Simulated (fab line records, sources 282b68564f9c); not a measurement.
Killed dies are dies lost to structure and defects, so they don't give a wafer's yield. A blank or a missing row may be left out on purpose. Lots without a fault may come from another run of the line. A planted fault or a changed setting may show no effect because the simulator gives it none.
One fault seen from 2 desks | flow rit_cmos | each desk has only its own numbers; what lay behind them comes last

THE TOOL OWNER'S DESK: rie_si-02
The tool's own readings at RIT_GATE_ETCH_19 (etches poly-Si in SF6/CHF3/O2, stops on SiO2, time 165 s, target depth 312.5 nm): means of the sampled wafers that have a number, for each lot that ran on this tool. A lot is out of limits, marked OUT, if its mean lies more than 4 standard deviations from the usual mean; the brackets give that distance.
Columns: A = drypump_motor_current_A at RIT_GATE_ETCH_19, usual 6.0 A; B = oes_product_au at RIT_GATE_ETCH_19, usual 0.842 a.u.; C = run_length_s at RIT_GATE_ETCH_19, usual 193.2 s; D = throttle_valve_pct at RIT_GATE_ETCH_19, usual 10.23 %
lot  | first seen here | A   | B     | C               | D
L329 | day 2 19:44     | 5.7 | 0.827 | 192.8           | 10.20
L331 | day 3 07:04     | 6.2 | 0.829 | 192.9           | 10.36
L333 | day 3 21:15     | 5.7 | 0.830 | 193.0           | 10.20
L335 | day 4 01:19     | 6.0 | 0.884 | 179.7 (-26) OUT | 10.40
L337 | day 4 14:11     | 5.8 | 0.874 | 179.3 (-27) OUT | 10.31
L351 | day 7 13:26     | 5.4 | 0.820 | 192.7           | 10.16
This desk's finding: out of limits on L335, L337; first on L335, day 4 01:19 (run_length_s at RIT_GATE_ETCH_19). In limits: L329, L331, L333, L351.

THE METROLOGY DESK
What the gauges read, lot by lot, whatever tool the lot ran on: means of the sampled wafers that have a number. A lot is out of limits, marked OUT, if its mean lies more than 4 standard deviations from the usual mean; the brackets give that distance.
Columns: A = NLDD_TW at RIT_NLDD_TW_MEAS_10, usual 2499
lot  | first seen here | A
L328 | day 2 21:37     | 2495
L329 | day 3 00:29     | 2502
L331 | day 3 13:09     | 2506
L332 | day 3 15:13     | 2506
L333 | day 4 02:07     | 2465
L334 | day 4 04:23     | 2467
L335 | day 4 06:57     | 2499
L337 | day 4 20:04     | 2494
L338 | day 5 01:07     | 2510
L342 | day 5 18:32     | 2497
L344 | day 6 02:41     | 2513
L348 | day 7 03:31     | 2506
L350 | day 7 10:28     | 2484
L351 | day 7 18:55     | 2504
This desk's finding: nothing out of limits on any of the 14 lots.

PUT TOGETHER
The tool owner's desk could have raised an alarm at day 4 01:19, on L335, L337.
The metrology desk saw nothing out of limits.
The metrology desk has L335, L337 on record, within its limits.
Of the lots named, all ran RIT_GATE_ETCH_19 on rie_si-02.

WHAT THE SIMULATOR HAD PUT IN
Process parameter drift: rie_si-02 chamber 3, from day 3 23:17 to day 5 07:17, at RIT_GATE_ETCH_19. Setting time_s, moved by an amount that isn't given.
Lots struck among those shown: L335, L337.
Hours from the fault's start to each desk's first reading out of limits: the tool owner's desk, 2.
